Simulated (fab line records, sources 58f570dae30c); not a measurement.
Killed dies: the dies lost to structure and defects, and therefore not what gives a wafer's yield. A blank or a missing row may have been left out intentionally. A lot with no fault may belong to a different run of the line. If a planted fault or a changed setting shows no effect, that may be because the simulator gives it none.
Problem report, 8D (eight disciplines) form, completed by code / flow berkeley-cmos170 / the parts of the form that need people (team, actions taken, sign-off) are left out

== 1. WHAT IS WRONG ==
Mean of wafer_temp_C_max at UCB170_SILICIDE_RTA_04: 629.3 across 6 wafers in 2 lots; on wafers with no fault it is 654.6 (standard deviation 1.2). That puts it -21 standard deviations away from the usual mean.
The step: time 15 s.
First seen on wafer L867.1, day 9 06:58, on rtp-anneal-01. The record has a number at this step for 18 wafers belonging to 6 lots. By rule, "out" or "out of limits" means more than 4 standard deviations away from the usual mean. The rest of the wafers with a number are treated as sound.

== 2. WHAT IT IS, AND WHAT IT ISN'T ==
question=which readings at this step | is=wafer_temp_C_max | is not=lamp-power-pct
question=which lots | is=L867, L868 | is not=L859, L865, L866, L877
question=which wafers of those lots | is=all that have a number | is not=-
question=read on which tools | is=rtp-anneal-01 | is not=rtp-anneal-02
question=when | is=from day 9 06:58 | is not=up to then (6 sound wafers); but 6 sound wafers of L866, L877 came after

== 3. SUSPECTS, AND WHAT RULES EACH OUT ==
Counting: any tool at a process step up to the reading is kept as a suspect provided that every lot that is out went through it and no sound lot did after the first of them.
- rtp-anneal-01 at UCB170_SILICIDE_RTA_04 (time 15 s): kept. Every lot that is out went through it, starting with L867 (day 9 06:58), and after that it ran no sound lot; the last sound lot it ran before then is L865 (day 8 11:20). Its own readings are out on those wafers: wafer_temp_C_max.
Left after counting: rtp-anneal-01 at UCB170_SILICIDE_RTA_04.

== 4. THE CAUSE (what the simulator had put in) ==
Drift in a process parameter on rtp-anneal-01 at UCB170_SILICIDE_RTA_04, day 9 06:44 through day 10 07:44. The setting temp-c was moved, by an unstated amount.
Counting left only this tool.

== 5. THE CHAIN OF EFFECTS, in route order ==
One row per reading whose mean, taken over the struck wafers that have a number, lies over 3 standard deviations from the usual. Only readings for which the record gives a usual standard deviation are gone through. hours: the time from each lot's start at the first step in this table that gives one to its start at this step, as a median over the lots. sigmas: the change in usual standard deviations.
hours=0; step=UCB170_SILICIDE_RTA_04; reading=wafer_temp_C_max; usual=654.6; on struck wafers=629.3; change=-25.3; sigmas=-21
Here are the process steps it includes:
- UCB170_SILICIDE_RTA_04: time 15 s.

== 6. WHAT WOULD HAVE CAUGHT IT SOONER ==
0 hours passed between the start of the fault at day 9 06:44 and the first reading out of limits in this record, taken at day 9 06:58.
